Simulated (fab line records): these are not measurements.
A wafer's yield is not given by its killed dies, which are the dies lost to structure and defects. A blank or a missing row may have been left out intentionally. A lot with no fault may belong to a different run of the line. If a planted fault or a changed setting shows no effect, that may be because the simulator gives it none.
fab line records    flow ritCmos
record: lots: 14  wafers: 42  lastDay: 8
route steps=202 shown ACTIVE@14 PRETRO@74 GATE@95 PLDD@123 M1@202
lots untouched by any fault: they come from a run of this same line in which no faults occurred
startH: the number of hours between the record's first day and the start of the first shown wafer of the lot    waitH: how many hours have passed since the lot's step before this one    " unchanged from the row above    L1.1+2: a row that stands for several wafers    - no value, or no start was given    * or withheld: withheld    < > ~ a bound
route shown NAME@n: names a module that has steps shown in the file, with the first one's number in the route    usual: the fault-free wafers' mean and standard deviation    same: alike in all rows    chamber/n: place in a boat    sites: readings site by site    _std_site: the values' standard deviation    _edge_site: outer sites' mean less inner sites'    radiusMm: for every site, how far away it sits from the centre of the wafer    mask NAME#n: copy n    behind: tool/chamber where the wafer was last shaped    hold: what put the lot on hold/how long, in hours/how the hold closed    device: whichever transistor did not switch (one of n, p or np)    end of line: the same wafers' tests at the end of the route    a step without rows: its recipe alone    killed: not the wafer's yield, but the dies lost to structure and defects at the first sort    map: shows each die of a wafer: x if killed, . if not, _ if none is there
set.NAME: the setting the step ran with; set.NAME@STEP: the setting that earlier step ran with    model.NAME: the simulator's own value behind a step, which no gauge read
steps of the route over a sample of lots; a table a step, a row a wafer
services: from which hour (startH, from the record's first day; less than 0 if before it) a tool's chamber was out of use, for how many hours, and why
== steps ==
step: RIT_ACTIVE_ETCH_13
recipe: stopOn: SiO2  chemistry: SF6  target: Si3N4  timeS: 210  overEtchFrac: 0.4  SF6_flow_sccm: 200  pressureMtorr: 260  rfW: 125  targetDepthA: 2100
usual: drypumpMotorCurrentA: 5.7/0.52  oesProductAu: 0.818/0.012  throttleValvePct: 7.48/0.065
lot.wafer  tool        chamber  startH  waitH  drypumpMotorCurrentA  oesProductAu  rfHoursCounterH  throttleValvePct
L373.2     rieDiel-01  2        15.80   0.1    6.4                   0.836         143              7.42
L373.4     "           1        "       "      6.5                   0.823         14               7.41
L373.6     "           2        "       "      6.5                   0.841         -                7.44
L374.1     rieDiel-04  3        19.80   0.1    5.1                   0.821         34               7.54
L374.3     "           0        "       "      5.7                   0.819         56               7.41
L374.4     "           1        "       "      5.1                   0.827         132              7.48
L375.1     rieDiel-01  1        27.05   0.1    6.5                   0.816         14               7.43
L375.3     "           3        "       "      6.4                   0.817         5                7.38
L375.5     "           0        "       "      5.8                   0.814         -                7.54
L378.2     rieDiel-02  1        42.27   0.1    5.8                   0.817         49               7.50
L378.3     "           3        "       "      6.2                   0.812         5                7.59
L378.5     "           0        "       "      5.0                   0.816         -                7.41
L379.1     rieDiel-02  2        49.17   0.1    5.8                   0.802         6                7.53
L379.4     "           1        "       "      5.9                   0.831         50               7.53
L379.5     "           1        "       "      5.9                   0.828         -                7.52
L380.2     rieDiel-01  0        53.15   0.1    5.8                   0.818         96               7.54
L380.4     "           3        "       "      6.3                   0.820         5                7.39
L380.6     "           2        "       "      6.4                   0.841         -                7.42
L381.2     rieDiel-04  1        55.95   0.1    5.0                   0.819         132              7.47
L381.3     "           3        "       "      5.1                   0.804         35               7.53
L381.4     "           0        "       "      5.7                   0.819         57               7.41
L382.4     rieDiel-01  1        60.27   0.1    6.5                   0.823         15               7.40
L382.5     "           0        "       "      5.8                   0.823         -                7.54
L382.6     "           3        "       "      6.4                   0.818         -                7.40
L383.3     rieDiel-02  1        64.91   0.1    5.9                   0.805         50               7.53
L383.5     "           2        "       "      5.9                   0.793         -                7.52
L383.6     "           1        "       "      5.9                   0.810         -                7.54
L384.3     rieDiel-04  3        69.71   0.1    5.1                   0.819         35               7.53
L384.4     "           1        "       "      5.0                   0.820         133              7.50
L384.6     "           2        "       "      5.4                   0.842         -                7.54
L387.3     rieDiel-01  1        85.66   0.1    6.5                   0.823         15               7.42
L387.5     "           3        "       "      6.3                   0.758         -                7.38
L387.6     "           0        "       "      5.8                   0.801         -                7.54
L390.4     rieDiel-01  1        99.73   0.1    6.5                   0.800         16               7.42
L390.5     "           2        "       "      6.4                   0.825         -                7.43
L390.6     "           3        "       "      6.3                   0.753         -                7.39
L395.4     rieDiel-04  2        124.77  0.1    5.4                   0.828         9                7.52
L395.5     "           1        "       "      5.0                   0.822         -                7.48
L395.6     "           2        "       "      5.4                   0.829         -                7.51
L396.2     rieDiel-04  1        131.85  0.1    5.0                   0.825         135              7.48
L396.3     "           3        "       "      5.1                   0.819         36               7.52
L396.4     "           2        "       "      5.4                   0.835         9                7.50
step: RIT_PRETRO_TW_MEAS_10
usual: PRETRO_TW: 477.6/3
lot.wafer  tool          chamber  startH  waitH  PRETRO_TW
L373.2     filmMetro-04  -        32.20   0.1    473.3
L373.4     "             -        "       "      477.0
L373.6     "             -        "       "      474.4
L374.1     filmMetro-01  -        38.58   0.1    476.2
L374.3     "             -        "       "      475.1
L374.4     "             -        "       "      474.5
L375.1     filmMetro-04  -        47.96   0.1    471.6
L375.3     "             -        "       "      476.6
L375.5     "             -        "       "      477.3
L378.2     filmMetro-04  -        65.09   0.1    474.0
L378.3     "             -        "       "      474.1
L378.5     "             -        "       "      470.0
L379.1     filmMetro-04  -        67.95   0.1    476.5
L379.4     "             -        "       "      470.0
L379.5     "             -        "       "      471.6
L380.2     filmMetro-01  -        73.24   0.1    477.9
L380.4     "             -        "       "      480.1
L380.6     "             -        "       "      475.9
L381.2     filmMetro-01  -        76.48   0.1    474.3
L381.3     "             -        "       "      476.6
L381.4     "             -        "       "      478.3
L382.4     filmMetro-03  -        81.46   0.1    483.6
L382.5     "             -        "       "      479.4
L382.6     "             -        "       "      482.6
L383.3     filmMetro-03  -        84.09   0.1    480.7
L383.5     "             -        "       "      479.4
L383.6     "             -        "       "      477.2
L384.3     filmMetro-04  -        89.14   0.1    473.3
L384.4     "             -        "       "      474.9
L384.6     "             -        "       "      474.9
L387.3     filmMetro-03  -        103.79  0.1    481.7
L387.6     "             -        "       "      480.0
L390.4     filmMetro-01  -        117.69  0.1    474.3
L390.5     "             -        "       "      477.0
L395.4     filmMetro-03  -        143.29  0.1    477.8
L395.5     "             -        "       "      481.6
L395.6     "             -        "       "      478.3
L396.2     filmMetro-04  -        150.01  0.1    479.0
L396.3     "             -        "       "      474.2
L396.4     "             -        "       "      477.3
step: RIT_GATE_ETCH_19
recipe: chemistry: SF6/CHF3/O2  timeS: 165  SF6_flow_sccm: 30  CHF3_flow_sccm: 30  O2_flow_sccm: 5  target: poly-Si  pressureMtorr: 40  rfW: 160  targetDepthA: 3125  overEtchFrac: 0.25  stopOn: SiO2
usual: drypumpMotorCurrentA: 5.6/0.48  oesProductAu: 0.856/0.015  throttleValvePct: 10.22/0.08
lot.wafer  tool      chamber  startH  waitH  drypumpMotorCurrentA  oesProductAu  rfHoursCounterH  throttleValvePct
L373.2     rieSi-01  1        44.37   0.1    5.1                   0.875         21               10.20
L373.4     "         3        "       "      6.4                   0.867         40               10.08
L373.6     "         3        "       "      6.4                   0.865         -                10.10
L374.1     rieSi-02  0        51.61   0.1    5.2                   0.862         12               10.12
L374.3     "         3        "       "      5.3                   0.830         31               10.19
L374.4     "         1        "       "      5.6                   0.860         108              10.22
L375.1     rieSi-01  2        55.53   0.1    6.5                   0.827         147              10.28
L375.3     "         1        "       "      5.1                   0.859         21               10.22
L375.5     "         1        "       "      5.1                   0.864         -                10.21
L378.2     rieSi-02  3        71.63   0.1    5.3                   0.834         31               10.20
L378.3     "         0        "       "      5.2                   0.845         12               10.13
L378.5     "         2        "       "      5.5                   0.867         -                10.33
L379.1     rieSi-01  3        74.91   0.1    6.4                   0.859         41               10.08
L379.4     "         1        "       "      5.1                   0.867         21               10.22
L379.5     "         2        "       "      6.5                   0.836         -                10.30
L380.2     rieSi-02  3        81.23   0.1    5.3                   0.839         31               10.18
L380.4     "         2        "       "      5.4                   0.872         123              10.30
L380.6     "         2        "       "      5.4                   0.868         -                10.32
L381.2     rieSi-01  1        83.84   0.1    5.1                   0.867         21               10.21
L381.3     "         2        "       "      6.5                   0.837         147              10.26
L381.4     "         3        "       "      6.4                   0.858         41               10.08
L382.4     rieSi-02  3        90.06   0.1    5.3                   0.811         31               10.18
L382.5     "         0        "       "      5.2                   0.858         -                10.11
L382.6     "         1        "       "      5.6                   0.863         -                10.24
L383.3     rieSi-01  2        90.97   0.1    6.5                   0.840         147              10.28
L383.5     "         3        "       "      6.4                   0.836         -                10.09
L383.6     "         1        "       "      5.1                   0.854         -                10.22
L384.3     rieSi-02  2        96.40   0.1    5.5                   0.871         123              10.32
L384.4     "         1        "       "      5.6                   0.877         109              10.23
L384.6     "         1        "       "      5.6                   0.877         -                10.21
L387.3     rieSi-01  1        110.37  0.1    5.1                   0.863         22               10.22
L387.6     "         3        "       "      6.4                   0.853         -                10.09
L390.4     rieSi-02  1        123.22  0.1    5.6                   0.871         109              10.23
L390.5     "         1        "       "      5.6                   0.867         -                10.21
L395.4     rieSi-02  2        150.15  0.1    5.4                   0.883         124              10.31
L395.5     "         0        "       "      5.2                   0.860         -                10.11
L395.6     "         3        "       "      5.3                   0.827         -                10.20
L396.2     rieSi-02  2        166.83  0.1    5.4                   0.868         124              10.32
L396.3     "         0        "       "      5.2                   0.863         13               10.10
L396.4     "         1        "       "      5.6                   0.865         109              10.22
step: RIT_PLDD_STRIP_09
recipe: chemistry: O2  timeS: 180  resist: NOVOLAK  platenTempC: withheld  powerW: 500  pressureMtorr: 4000  o2FlowSccm: 4000
usual: drypumpMotorCurrentA: 5.9/0.56
lot.wafer  tool            chamber  startH  waitH  drypumpMotorCurrentA  rfHoursCounterH
L373.2     plasmaAsher-01  0        54.03   0.1    6.1                   27
L373.4     "               0        "       "      6.2                   -
L373.6     "               1        "       "      5.6                   -
L374.1     plasmaAsher-03  0        58.10   0.1    5.5                   40
L374.3     "               0        "       "      5.5                   -
L374.4     "               1        "       "      6.4                   -
L375.1     plasmaAsher-03  0        62.43   0.1    5.6                   41
L375.3     "               1        "       "      6.4                   -
L375.5     "               1        "       "      6.4                   -
L378.2     plasmaAsher-03  1        78.53   0.1    6.5                   43
L378.3     "               0        "       "      5.6                   -
L378.5     "               1        "       "      6.4                   -
L379.1     plasmaAsher-03  0        83.58   0.1    5.5                   43
L379.4     "               0        "       "      5.6                   -
L379.5     "               0        "       "      5.6                   -
L380.2     plasmaAsher-01  1        90.47   0.1    5.6                   31
L380.4     "               0        "       "      6.1                   -
L380.6     "               0        "       "      6.2                   -
L381.2     plasmaAsher-03  1        90.89   0.1    6.4                   44
L381.3     "               1        "       "      6.4                   -
L381.4     "               0        "       "      5.6                   -
L382.4     plasmaAsher-01  1        96.79   0.1    5.6                   -
L382.5     "               1        "       "      5.6                   -
L382.6     "               0        "       "      6.1                   -
L383.3     plasmaAsher-03  0        97.94   0.1    5.6                   -
L383.5     "               1        "       "      6.4                   -
L383.6     "               0        "       "      5.6                   -
L384.3     plasmaAsher-01  1        104.58  0.1    5.6                   -
L384.4     "               0        "       "      6.2                   -
L384.6     "               0        "       "      6.1                   -
L387.3     plasmaAsher-02  0        119.12  0.1    6.6                   -
L387.6     "               0        "       "      6.6                   -
L390.4     plasmaAsher-03  0        129.42  0.1    5.6                   -
L390.5     "               1        "       "      6.4                   -
L395.4     plasmaAsher-01  1        164.94  0.1    5.6                   -
L395.5     "               1        "       "      5.6                   -
L395.6     "               0        "       "      6.2                   -
L396.2     plasmaAsher-02  1        173.61  0.1    4.9                   51
L396.3     "               1        "       "      4.9                   -
L396.4     "               0        "       "      6.6                   -
step: RIT_M1_PROBE_99
usual: killed_at_M0_to_M3: 0.0/0.083  killedAtContacts: 0.1/0.23  killedAtFrontEnd: 6.2/2.8  killedDies: 6.3/2.7  killedOnRim: 1.7/1.3  killedOpen: 3.1/2  killedShort: 3.2/1.8
same: grossDies: 264  killed_at_M4_up: 0  killedAtBackSide: 0  killedAtOther: 0
lot.wafer  tool       chamber  startH  waitH  killed_at_M0_to_M3  killedAtContacts  killedAtFrontEnd  killedDies  killedOnRim  killedOpen  killedShort
L373.2     prober-02  -        67.46   0.1    0                   0                 7                 7           5            4           3
L373.4     prober-02  -        67.56   0.2    0                   0                 8                 8           3            4           4
L373.6     prober-02  -        67.66   0.2    0                   0                 8                 8           1            6           2
L374.1     prober-01  -        71.94   0.1    0                   0                 2                 2           0            1           1
L374.3     prober-01  -        72.04   0.2    0                   0                 6                 6           4            3           3
L374.4     prober-01  -        72.09   0.2    0                   0                 5                 5           2            2           3
L375.1     prober-02  -        76.05   0.1    0                   0                 6                 6           1            3           3
L375.3     prober-02  -        76.15   0.2    0                   0                 3                 3           3            2           1
L375.5     prober-02  -        76.25   0.2    0                   0                 6                 6           1            3           3
L378.2     prober-01  -        93.55   0.1    0                   0                 11                11          6            4           7
L378.3     prober-01  -        93.60   0.2    0                   0                 7                 7           5            3           4
L378.5     prober-01  -        93.70   0.2    0                   0                 2                 2           1            1           1
L379.1     prober-02  -        97.46   0.1    1                   0                 1                 2           1            1           1
L379.4     prober-02  -        97.61   0.2    0                   0                 10                10          1            6           4
L379.5     prober-02  -        97.66   0.2    0                   0                 5                 5           0            3           2
L381.2     prober-01  -        105.14  0.1    0                   0                 11                11          2            7           4
L381.3     prober-01  -        105.19  0.2    0                   0                 7                 7           1            1           6
L381.4     prober-01  -        105.24  0.2    0                   0                 4                 4           2            2           2
L380.2     prober-02  -        106.64  0.1    0                   0                 3                 3           2            0           3
L380.4     prober-02  -        106.74  0.2    0                   0                 4                 4           1            3           1
L380.6     prober-02  -        106.84  0.2    0                   0                 3                 3           2            0           3
L382.4     prober-01  -        110.54  0.2    0                   0                 7                 7           2            5           2
L382.5     prober-01  -        110.59  0.2    0                   0                 10                10          3            9           1
L382.6     prober-01  -        110.64  0.2    0                   0                 7                 7           1            2           5
L383.3     prober-01  -        112.20  0.2    0                   0                 5                 5           0            2           3
L383.5     prober-01  -        112.30  0.2    0                   0                 2                 2           0            0           2
L383.6     prober-01  -        112.35  0.2    0                   1                 4                 5           1            4           1
L384.3     prober-02  -        117.95  0.2    0                   0                 7                 7           1            2           5
L384.4     prober-02  -        118.00  0.2    0                   0                 5                 5           0            3           2
L384.6     prober-02  -        118.10  0.2    0                   0                 7                 7           2            4           3
L387.3     prober-01  -        132.99  0.2    0                   0                 11                11          3            6           5
L387.5     prober-01  -        133.09  0.2    0                   0                 264               264         70           4           6
L387.6     prober-01  -        133.14  0.2    0                   0                 4                 4           1            4           0
L390.4     prober-02  -        144.04  0.2    0                   0                 5                 5           1            1           4
L390.5     prober-02  -        144.09  0.2    0                   0                 7                 7           1            5           2
L390.6     prober-02  -        144.14  0.2    0                   0                 264               264         70           4           6
L395.4     prober-02  -        181.55  0.2    0                   0                 5                 5           3            3           2
L395.5     prober-02  -        181.60  0.2    0                   0                 10                10          2            6           4
L395.6     prober-02  -        181.65  0.2    0                   0                 2                 2           1            1           1
L396.2     prober-02  -        188.00  0.1    0                   0                 7                 7           2            3           4
L396.3     prober-02  -        188.05  0.2    0                   0                 2                 2           0            1           1
L396.4     prober-02  -        188.10  0.2    0                   0                 5                 5           1            3           2
killed by level:class
L373.2 GATE:geometricParticle:open=2 SILICIDE:geometricParticle:short=2 FOX1:geometricParticle:open=1 FOX2:geometricParticle:open=1 REOX:geometricParticle:short=1
L373.4 FOX1:geometricParticle:open=2 REOX:geometricParticle:short=2 GATE:geometricParticle:short=1 GATE:geometricParticle:open=1 REOX:geometricParticle:open=1 SPACER:geometricParticle:short=1
L373.6 FOX1:geometricParticle:open=2 REOX:geometricParticle:open=2 GATE:geometricParticle:open=1 GATE:geometricParticle:short=1 REOX:geometricParticle:short=1 SPACER:geometricParticle:open=1
L374.1 FOX2:geometricParticle:open=1 SILICIDE:geometricParticle:short=1
L374.3 REOX:geometricParticle:open=2 REOX:geometricParticle:short=1 SPACER:geometricParticle:open=1 SPACER:geometricParticle:short=1 SILICIDE:geometricParticle:short=1
L374.4 GATE:geometricParticle:short=2 REOX:geometricParticle:open=1 SPACER:geometricParticle:short=1 SPACER:geometricParticle:open=1
L375.1 REOX:geometricParticle:open=2 FOX2:geometricParticle:short=1 GATE:geometricParticle:open=1 GATE:geometricParticle:short=1 SILICIDE:geometricParticle:short=1
L375.3 FOX1:geometricParticle:open=2 GATE:geometricParticle:short=1
L375.5 FOX1:geometricParticle:open=3 FOX1:geometricParticle:short=1 FOX2:geometricParticle:short=1 REOX:geometricParticle:short=1
L378.2 GATE:geometricParticle:open=3 GATE:geometricParticle:short=2 SPACER:geometricParticle:short=2 SILICIDE:geometricParticle:short=2 FOX1:geometricParticle:open=1 FOX1:geometricParticle:short=1
L378.3 SILICIDE:geometricParticle:open=2 FOX1:geometricParticle:short=1 FOX2:geometricParticle:short=1 SILICIDE:geometricParticle:short=1 GATE:geometricParticle:open=1 SPACER:geometricParticle:short=1
L378.5 REOX:geometricParticle:open=1 SPACER:geometricParticle:short=1
L379.1 REOX:geometricParticle:open=1 M1:geometricParticle:short=1
L379.4 REOX:geometricParticle:open=3 GATE:geometricParticle:open=2 SILICIDE:geometricParticle:short=2 FOX1:geometricParticle:short=1 FOX1:geometricParticle:open=1 REOX:geometricParticle:short=1
L379.5 GATE:geometricParticle:short=2 FOX1:geometricParticle:open=1 GATE:geometricParticle:open=1 REOX:geometricParticle:open=1
L381.2 FOX1:geometricParticle:open=3 GATE:geometricParticle:open=3 SILICIDE:geometricParticle:short=2 GATE:geometricParticle:short=1 REOX:geometricParticle:short=1 SPACER:geometricParticle:open=1
L381.3 GATE:geometricParticle:short=3 FOX2:geometricParticle:short=2 FOX1:geometricParticle:short=1 GATE:geometricParticle:open=1
L381.4 FOX1:geometricParticle:short=2 GATE:geometricParticle:open=2
L380.2 SPACER:geometricParticle:short=2 GATE:geometricParticle:short=1
L380.4 REOX:geometricParticle:short=1 REOX:geometricParticle:open=1 SPACER:geometricParticle:open=1 SILICIDE:geometricParticle:open=1
L380.6 FOX1:geometricParticle:short=1 REOX:geometricParticle:short=1 SILICIDE:geometricParticle:short=1
L382.4 GATE:geometricParticle:open=2 FOX1:geometricParticle:open=1 FOX2:geometricParticle:open=1 FOX2:geometricParticle:short=1 GATE:geometricParticle:short=1 SPACER:geometricParticle:open=1
L382.5 FOX2:geometricParticle:open=2 GATE:geometricParticle:open=2 SPACER:geometricParticle:open=2 FOX1:geometricParticle:open=1 REOX:geometricParticle:open=1 GATE:geometricParticle:short=1 SILICIDE:geometricParticle:open=1
L382.6 GATE:geometricParticle:short=3 FOX1:geometricParticle:open=1 REOX:geometricParticle:short=1 SPACER:geometricParticle:open=1 SILICIDE:geometricParticle:short=1
L383.3 FOX1:geometricParticle:short=3 FOX1:geometricParticle:open=2
L383.5 GATE:geometricParticle:short=2
L383.6 FOX1:geometricParticle:open=1 GATE:geometricParticle:open=1 SILICIDE:geometricParticle:open=1 SILICIDE:geometricParticle:short=1 CONTACT:geometricParticle:open=1
L384.3 FOX1:geometricParticle:short=1 GATE:geometricParticle:open=1 GATE:geometricParticle:short=1 REOX:geometricParticle:short=1 REOX:geometricParticle:open=1 SPACER:geometricParticle:short=1 SILICIDE:geometricParticle:short=1
L384.4 ACTIVE:geometricParticle:short=1 FOX2:geometricParticle:open=1 GATE:geometricParticle:short=1 GATE:geometricParticle:open=1 SPACER:geometricParticle:open=1
L384.6 FOX2:geometricParticle:open=2 SILICIDE:geometricParticle:short=2 FOX2:geometricParticle:short=1 GATE:geometricParticle:open=1 SILICIDE:geometricParticle:open=1
L387.3 GATE:geometricParticle:short=3 REOX:geometricParticle:open=2 FOX2:geometricParticle:open=1 GATE:geometricParticle:open=1 REOX:geometricParticle:short=1 SPACER:geometricParticle:open=1 SILICIDE:geometricParticle:short=1 SILICIDE:geometricParticle:open=1
L387.5 ACTIVE:areaEtch=254 GATE:geometricParticle:short=2 GATE:geometricParticle:open=2 REOX:geometricParticle:short=2 FOX2:geometricParticle:open=1 FOX2:geometricParticle:short=1 SPACER:geometricParticle:open=1 SILICIDE:geometricParticle:short=1
L387.6 FOX1:geometricParticle:open=2 GATE:geometricParticle:open=1 REOX:geometricParticle:open=1
L390.4 SILICIDE:geometricParticle:short=2 GATE:geometricParticle:short=2 REOX:geometricParticle:open=1
L390.5 GATE:geometricParticle:open=2 GATE:geometricParticle:short=2 FOX1:geometricParticle:open=1 SPACER:geometricParticle:open=1 SILICIDE:geometricParticle:open=1
L390.6 ACTIVE:areaEtch=254 GATE:geometricParticle:short=4 FOX1:geometricParticle:short=1 FOX1:geometricParticle:open=1 GATE:geometricParticle:open=1 REOX:geometricParticle:open=1 SPACER:geometricParticle:short=1 SPACER:geometricParticle:open=1
L395.4 REOX:geometricParticle:open=2 FOX1:geometricParticle:open=1 SPACER:geometricParticle:short=1 SILICIDE:geometricParticle:short=1
L395.5 REOX:geometricParticle:open=5 SPACER:geometricParticle:short=3 REOX:geometricParticle:short=1 SPACER:geometricParticle:open=1
L395.6 REOX:geometricParticle:short=1 SILICIDE:geometricParticle:open=1
L396.2 GATE:geometricParticle:short=2 REOX:geometricParticle:open=2 ACTIVE:geometricParticle:short=1 SPACER:geometricParticle:open=1 SILICIDE:geometricParticle:short=1
L396.3 FOX2:geometricParticle:short=1 GATE:geometricParticle:open=1
L396.4 GATE:geometricParticle:short=2 FOX1:geometricParticle:open=1 FOX2:geometricParticle:open=1 SILICIDE:geometricParticle:open=1
== services ==
tool            chamber  startH  hours  kind
rieDiel-01      1        4.13    4.0    repair
plasmaAsher-03  -        10.31   2.8    pm
plasmaAsher-02  -        25.54   0.4    repair
rieDiel-02      3        27.36   1.7    repair
plasmaAsher-01  -        31.67   4.0    pm
rieDiel-02      -        48.60   0.4    repair
rieSi-01        -        76.92   0.4    repair
rieDiel-04      2        79.69   2.3    repair
rieSi-01        0        84.01   -      clean
rieSi-01        0        84.01   17.2   scheduledDown
rieSi-01        0        84.01   17.2   ventCycle
rieDiel-04      -        85.92   0.3    repair
rieDiel-04      0        91.03   4.7    repair
rieDiel-02      3        97.35   7.3    repair
rieDiel-04      2        109.71  2.6    repair
rieDiel-02      3        116.69  4.2    repair
rieDiel-02      2        129.56  2.0    repair
rieSi-02        -        140.68  4.3    pm
rieDiel-04      0        150.11  4.5    repair
rieSi-02        -        152.33  0.3    repair
rieDiel-01      2        162.55  -      clean
== key ==
firstSign: step: RIT_ACTIVE_ETCH_13  reading: oesProductAu  direction: down  sigmas: 5.3  usual: 0.818  struck: 0.755
effect: step: RIT_M1_PROBE_99  reading: killedDies  direction: up  sigmas: 94  usual: 6.3  struck: 264
moreKillsBornAt: RIT_ACTIVE_ETCH_13@rieDiel-01: 508
metAt RIT_ACTIVE_ETCH_13
struckLots L387,L390
struckWafers L387.5,L390.6
laterRowsLeftOut L387.5,L390.6
testerLeftOut L387,L390
notActingAt RIT_PRETRO_TW_MEAS_10,RIT_GATE_ETCH_19,RIT_PLDD_STRIP_09
onsetBetween 60.27 85.66
fault: kind: processParameterDrift  tool: rieDiel-01  chamber: 3  onsetH: 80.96  steps: RIT_ACTIVE_ETCH_13  channel: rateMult  offset: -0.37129  shape: step  endH: 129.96
testerLeftOut: of these lots the tester's yield and bins aren't shown, on N5 and GAA mostly nor the transistor test; their killed dies are dies lost to structure and defects alone, not to doping, threshold or leakage, so they don't give the yield
laterRowsLeftOut: the simulator's readings of these wafers behind a module that went badly wrong aren't trusted and aren't shown, but for the sort
